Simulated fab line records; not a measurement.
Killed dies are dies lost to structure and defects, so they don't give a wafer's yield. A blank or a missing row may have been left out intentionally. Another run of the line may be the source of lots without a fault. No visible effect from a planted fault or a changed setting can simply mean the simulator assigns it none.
Comparing a struck lot with a sound one | flow rit-cmos | 15 steps out of a route of 202
Sound: the wafers L518.1, L518.4, L518.6. Struck: wafer L515.5 (L515.3, L515.6, from the same lot, were not struck and are left out); the cause is given at the end.
Per side, at each step with rows, come the tool, then ch with its chambers, and then its first start. Under that, the readings that differ: sound wafers | struck wafers | difference of the means | sigmas: that difference in standard deviations of wafers without a fault.
alike: a reading whose means differ by less than 2 such deviations, as well as words and numbers matching on both sides. not compared: withheld readings; readings where some wafer has no value; bounds like >300 that might hide an equal value; numbers whose values overlap and for which the record gives no deviation.
A row with sigmas, a row that says differs or no value, or rows on one side alone: a step with any of these is where the two part. Numbers that don't overlap but have no deviation are shown without sigmas and don't part them. A reading that every wafer of one side lacks parts them only if that side has two wafers or more.

RIT_SILICIDE_RTA_06: time 10 s, ramp up 5 s, ramp down 10 s.
  sound on rtp-anneal-02 ch 0, day 6 04:23; struck on rtp-anneal-01 ch 0, day 5 11:55
  alike: anneal-temp-c-max, wafer_temp_C_max
RIT_CONTACT_CVD_00: deposits SiO2 from TEOS, target thk 400 nm, time 61 s.
  sound on pecvd-01 ch 0,1,2, day 6 04:28; struck on pecvd-01 ch 2, day 5 11:58
  alike: heater-power-w
RIT_CONTACT_THK_MEAS_01:
  struck on film-metro-02, day 5 12:02; sound on film-metro-03, day 6 04:31
  alike: CONTACT_TEOS_THK
then, 6 steps without rows for these wafers: RIT_CONTACT_HMDS_02 (prime time 60 s); RIT_CONTACT_COAT_03 (resist thk 1000 nm); RIT_CONTACT_SOFTBAKE_04 (time 60 s); RIT_CONTACT_EXPOSE_05 (exposes mask M11, target cd 1000 nm); RIT_CONTACT_PEB_06; RIT_CONTACT_DEVELOP_07 (develop time 120 s).
RIT_CONTACT_CD_MEAS_08: target cd 1000 nm.
  struck on cd-sem-02, day 5 13:05; sound on cd-sem-01, day 6 05:40
  alike: cd-nm
RIT_CONTACT_OVL_MEAS_09:
  struck on overlay-01, day 5 13:10; sound on overlay-01, day 6 05:47
  alike: CONTACT_OVL
then, 1 step without rows for these wafers: RIT_CONTACT_HARDBAKE_10 (time 60 s).
RIT_CONTACT_ETCH_11: etches SiO2 in CHF3/CF4/Ar, stops on TiSi2, target depth 480 nm, time 320 s.
  sound on rie-diel-03 ch 0,3, day 6 05:58; struck on rie-diel-01 ch 3, day 5 13:30
  reading                                      | sound             | struck | difference | sigmas
  run-length-s (s)                             | 348.3 348.7 349.1 | 406.4  | +57.7      | +99 or more
  model.NOVOLAK_of_CONTACT_COAT_03.thk-nm (nm) | 771.1 768.7 769.2 | 750.4  | -19.3      |
  alike: drypump-motor-current-A, oes-product-au, throttle-valve-pct
  not compared: rf-hours-counter-h
RIT_CONTACT_STRIP_12: strips in O2, time 180 s.
  sound on plasma-asher-02 ch 0, day 6 06:10; struck on plasma-asher-02 ch 1, day 5 13:45
  alike: drypump-motor-current-A, rf-refl-power-W
  not compared: rf-hours-counter-h
RIT_M1_PROBE_99:
  struck on prober-01, day 5 18:33; sound on prober-02, day 6 11:04
  reading                                    | sound                     | struck   | difference | sigmas
  model.etest.nmos_0p15.junction-log10-a-um  | -13.63 -13.54 -13.68      | -13.02   | +0.60      |
  model.etest.nmos-narrow.off-log10-a-um     | -13.26 -13.1 -13.1        | -12.88   | +0.27      |
  model.etest.gate-end-array.leak-log10-a-um | -12.68 -12.78 -12.71      | -12.66   | +0.06      |
  model.etest.antenna-contact.vt-shift-v (V) | -0.00773 -0.01445 -0.0122 | -0.01844 | -0.00698   |
  alike: killed-at-contacts, killed-at-front-end, killed-dies, killed-open, killed-short
  not compared: model.etest.nmos_0p3.off-log10-a-um

## WHERE THEY PART
Only at RIT_CONTACT_ETCH_11, within this record. Later steps at which nothing parts them and some readings are alike: RIT_CONTACT_STRIP_12, RIT_M1_PROBE_99.

WHY: whatever the simulator had introduced
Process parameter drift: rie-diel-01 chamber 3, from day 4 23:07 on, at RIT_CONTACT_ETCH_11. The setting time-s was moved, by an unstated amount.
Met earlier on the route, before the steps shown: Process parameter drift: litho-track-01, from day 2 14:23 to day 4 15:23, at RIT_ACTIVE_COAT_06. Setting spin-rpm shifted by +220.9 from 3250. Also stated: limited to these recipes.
